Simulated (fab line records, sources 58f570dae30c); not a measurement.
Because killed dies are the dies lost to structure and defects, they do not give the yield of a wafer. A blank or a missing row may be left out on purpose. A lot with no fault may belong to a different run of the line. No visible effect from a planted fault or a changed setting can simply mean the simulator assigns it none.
Struck lot and sound lot, side by side || flow berkeley cmos170 || 6 steps out of a route of 331
Sound: wafers L330.2, L330.3, L330.6. The struck wafers were L346.3, L346.4, L346.5. The cause comes at the end.
Order at every step that has rows: each side's tool, ch and its chambers, its first start. Under that, the readings that differ: sound wafers || struck wafers || difference of the means || sigmas: that difference in standard deviations of wafers without a fault.
alike: readings with means less than 2 such deviations apart, plus words and numbers identical on both sides. not compared: withheld readings, readings lacking a value on some wafer, bounds such as >300 that could conceal the same value, and numbers that have no deviation in the record and whose values overlap.
The two part at a step that has a row with sigmas, a row that says differs or no value, or rows on one side only. Non-overlapping numbers with no deviation appear without sigmas and do not part them. A reading that every wafer of one side lacks parts them only if that side has two wafers or more.

UCB170_START_BOW_MEAS_00:
  struck on film metro-03, day 5 14:02; sound on film metro-02, day 2 06:01
  alike: INCOMING_BOW
then, 1 step without rows for these wafers: UCB170_START_CLEAN_01 (cleans in dHF, time 60 s).
UCB170_START_OXIDATION_02: target thk 20 nm, ox time 1800 s.
  sound on furnace-01 ch 0, day 2 11:54; struck on furnace-01 ch 0, day 5 17:19
{"reading": "model.SiO2_of_START_OXIDATION_02.thk nm (nm)", "sound": "19.56 19.76 20.1", "struck": "26.47 26.31 26.18", "difference": "+6.51", "sigmas": ""}
  alike: ox temp c, spike tc centre C, spike tc source C, tube center temp C, zone power centre pct
UCB170_START_THK_MEAS_03:
  struck on film metro-03, day 5 18:50; sound on film metro-04, day 2 13:25
{"reading": "START_OXIDE_THK (nm)", "sound": "19.5 19.8 20.2", "struck": "26.5 26.3 26.1", "difference": "+6.5", "sigmas": "+17"}
then, 1 step without rows for these wafers: UCB170_START_ANNEAL_04 (time 1200 s).
UCB170_M3_PROBE_99:
  rows exist in the record for the sound wafers here (prober-02, day 9 07:53), none for the struck ones

## WHERE THEY PART
Earliest at UCB170_START_THK_MEAS_03; latest, in this record, at UCB170_M3_PROBE_99.

WHY: whatever the simulator had introduced
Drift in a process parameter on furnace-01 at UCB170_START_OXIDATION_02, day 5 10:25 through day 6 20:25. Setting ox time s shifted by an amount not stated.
